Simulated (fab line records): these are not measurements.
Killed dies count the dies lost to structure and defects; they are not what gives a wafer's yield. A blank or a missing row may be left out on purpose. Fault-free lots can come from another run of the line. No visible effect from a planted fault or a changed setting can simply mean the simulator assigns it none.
What tool caused it? || flow berkeleyCmos170 || 7 lots, 21 wafers sampled, at 4 steps of a route of 331

WHAT THE GAUGES SHOWED, per wafer
UCB170_NSD_TW_MEAS_10.
{"lot": "L949", "measured": "day 6 17:44", "on": "filmMetro-03", "NSD_TW": "4219 4227 4217"}
{"lot": "L950", "measured": "day 7 01:01", "on": "filmMetro-01", "NSD_TW": "4203 4217 4195"}
{"lot": "L953", "measured": "day 7 17:02", "on": "filmMetro-02", "NSD_TW": "4189 4193 4222"}
{"lot": "L960", "measured": "day 9 04:05", "on": "filmMetro-01", "NSD_TW": "291 286 294"}
{"lot": "L964", "measured": "day 10 07:54", "on": "filmMetro-01", "NSD_TW": "4176 4202 4181"}
{"lot": "L966", "measured": "day 10 16:01", "on": "filmMetro-03", "NSD_TW": "4203 4216 4213"}
{"lot": "L969", "measured": "day 11 18:28", "on": "filmMetro-01", "NSD_TW": "4199 4221 4234"}

TOOL THAT RAN EACH LOT (tool first, then ch and the chambers of the sampled wafers, then the start)
{"lot": "L949", "UCB170_PLDD_STRIP_10": "plasmaAsher-01 ch 0,1, day 6 03:10", "UCB170_SPACER_CVD_00": "pecvd-03 ch 0,1,2, day 6 05:50", "UCB170_NSD_DEVELOP_05": "lithoTrack-01 ch 0, day 6 17:00"}
{"lot": "L950", "UCB170_PLDD_STRIP_10": "plasmaAsher-02 ch 0,1, day 6 14:41", "UCB170_SPACER_CVD_00": "pecvd-03 ch 0,1,2, day 6 17:01", "UCB170_NSD_DEVELOP_05": "lithoTrack-04 ch 0, day 7 00:00"}
{"lot": "L953", "UCB170_PLDD_STRIP_10": "plasmaAsher-01 ch 0,1, day 7 07:05", "UCB170_SPACER_CVD_00": "pecvd-04 ch 0,2, day 7 10:10", "UCB170_NSD_DEVELOP_05": "lithoTrack-02 ch 0, day 7 16:00"}
{"lot": "L960", "UCB170_PLDD_STRIP_10": "plasmaAsher-03 ch 0,1, day 8 17:08", "UCB170_SPACER_CVD_00": "pecvd-01 ch 0,1,2, day 8 19:43", "UCB170_NSD_DEVELOP_05": "lithoTrack-04 ch 0, day 9 03:00"}
{"lot": "L964", "UCB170_PLDD_STRIP_10": "plasmaAsher-01 ch 0,1, day 9 20:40", "UCB170_SPACER_CVD_00": "pecvd-01 ch 1,2, day 9 22:55", "UCB170_NSD_DEVELOP_05": "lithoTrack-01 ch 0, day 10 07:00"}
{"lot": "L966", "UCB170_PLDD_STRIP_10": "plasmaAsher-01 ch 0,1, day 10 01:57", "UCB170_SPACER_CVD_00": "pecvd-03 ch 0,2, day 10 04:02", "UCB170_NSD_DEVELOP_05": "lithoTrack-02 ch 0, day 10 15:00"}
{"lot": "L969", "UCB170_PLDD_STRIP_10": "plasmaAsher-02 ch 0, day 11 07:59", "UCB170_SPACER_CVD_00": "pecvd-04 ch 0,1, day 11 10:08", "UCB170_NSD_DEVELOP_05": "lithoTrack-02 ch 0, day 11 17:00"}
- UCB170_PLDD_STRIP_10: strips in O2.
- UCB170_SPACER_CVD_00: deposits SiO2 from TEOS/O2, target thk 376 nm, time 47 s.
- UCB170_NSD_DEVELOP_05: develop time 45 s.

THE ANSWER, worked out from the rows above alone
Rule: the lots themselves supply what counts as usual. Put in order of their means at a reading, lots are off if they are a third of the lots or fewer, leave a main group of 4 or more, and stand apart from it by a gap of 3 or more times the standard deviation of the main group's means; of several such gaps the widest counts. The tables above print the reading to a certain number of digits; a main group whose means all agree to those digits is not used. Also off: a lot with no number at a reading for which 4 or more lots have one. The other lots that the step has rows for count as sound.
Off: L960, at UCB170_NSD_TW_MEAS_10 (NSD_TW). Main group: mean 4207, sd 12.
If a tool, at a process step before that reading, ran all the lots that are off and no sound lot after the first of them, it fits. The gauges at UCB170_NSD_TW_MEAS_10 are tried like those tools. 2 tools fit, plasmaAsher-03 at UCB170_PLDD_STRIP_10 and lithoTrack-04 at UCB170_NSD_DEVELOP_05, so this cannot tell which one it is.

WHAT THE SIMULATOR HAD PUT IN
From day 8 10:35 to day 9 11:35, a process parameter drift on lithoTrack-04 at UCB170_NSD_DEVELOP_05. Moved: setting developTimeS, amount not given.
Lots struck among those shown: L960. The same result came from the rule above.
